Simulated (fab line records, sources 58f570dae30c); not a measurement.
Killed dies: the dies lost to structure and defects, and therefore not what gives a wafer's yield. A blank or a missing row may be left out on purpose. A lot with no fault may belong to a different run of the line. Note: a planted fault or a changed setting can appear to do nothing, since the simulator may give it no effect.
Comparing a struck lot with a sound one | flow berkeley-cmos170 | 14 steps out of a route of 331
Sound: the wafers L281.3, L281.5, L281.6. Wafers struck: L297.1, L297.3, L297.6. Last of all comes the cause.
Order at every step that has rows: each side's tool, ch and its chambers, its first start. Under that, the readings that differ: sound wafers | struck wafers | difference of the means | sigmas: that difference in standard deviations of wafers without a fault.
alike: readings whose means differ by less than 2 such deviations, and words and numbers that are the same on both sides. not compared: withheld readings, readings that some wafer has no value for, bounds like >300 that may hide the same value, and numbers for which the record gives no deviation and whose values overlap.
The two part at a step that has a row with sigmas, a row that says differs or no value, or rows on one side only. Numbers that don't overlap but have no deviation are shown without sigmas and don't part them. A reading that every wafer of one side lacks parts them only if that side has two wafers or more.

first, 1 step without rows for these wafers: UCB170_GATE_DEVELOP_11 (develop time 45 s).
UCB170_GATE_CD_MEAS_12 targets a cd of 350 nm.
  sound on cd-sem-01, day 7 06:45; struck on cd-sem-01, day 10 04:46
  alike: cd-nm
UCB170_GATE_OVL_MEAS_13:
  sound on overlay-01, day 7 06:51; struck on overlay-02, day 10 04:53
  alike: GATE_OVL
UCB170_GATE_ETCH_14: etches BARC in N2/H2.
  sound on rie-diel-02 ch 1,2,3, day 7 06:52; struck on rie-diel-01 ch 0,3, day 10 04:56
  alike: drypump-motor-current-A, oes-product-au, throttle-valve-pct
UCB170_GATE_ETCH_15: etches poly-Si in HBr/Cl2, stops on SiO2, time 56.3 s, target depth 278.2 nm.
  sound on rie-si-01 ch 0,1,3, day 7 06:55; struck on rie-si-02 ch 1,2,3, day 10 04:58
  alike: drypump-motor-current-A, oes-product-au, throttle-valve-pct
  not compared: rf-hours-counter-h
UCB170_GATE_STRIP_16: strips in O2.
  sound on plasma-asher-01 ch 0,1, day 7 06:59; struck on plasma-asher-01 ch 0,1, day 10 05:01
  alike: drypump-motor-current-A, oes-product-au
  not compared: rf-hours-counter-h
UCB170_GATE_CD_MEAS_90 targets a cd of 350 nm.
  sound on cd-sem-01, day 7 07:06; struck on cd-sem-01, day 10 05:12
  alike: cd-nm
then, 5 steps without rows for these wafers: UCB170_GATE_CLEAN_17 (cleans in SPM, time 600 s); UCB170_PLDD_HMDS_00 (prime time 60 s); UCB170_PLDD_COAT_01 (resist thk 900 nm); UCB170_PLDD_SOFTBAKE_02 (time 60 s); UCB170_PLDD_EXPOSE_03 (exposes mask PSELECT, target cd 1200 nm).
UCB170_PLDD_PEB_04:
  sound on litho-track-01 ch 0, day 7 08:28; struck on litho-track-01, day 10 06:40
  no value came back on the struck wafers for chill-plate-temp-C (C), exhaust-pa (Pa); on the sound wafers chill-plate-temp-C (C) reads 23.07 23.01 22.99
then, 1 step without rows for these wafers: UCB170_PLDD_DEVELOP_05 (develop time 45 s).

WHERE THEY PART
Only at UCB170_PLDD_PEB_04, within this record.

WHY: what the simulator had put in
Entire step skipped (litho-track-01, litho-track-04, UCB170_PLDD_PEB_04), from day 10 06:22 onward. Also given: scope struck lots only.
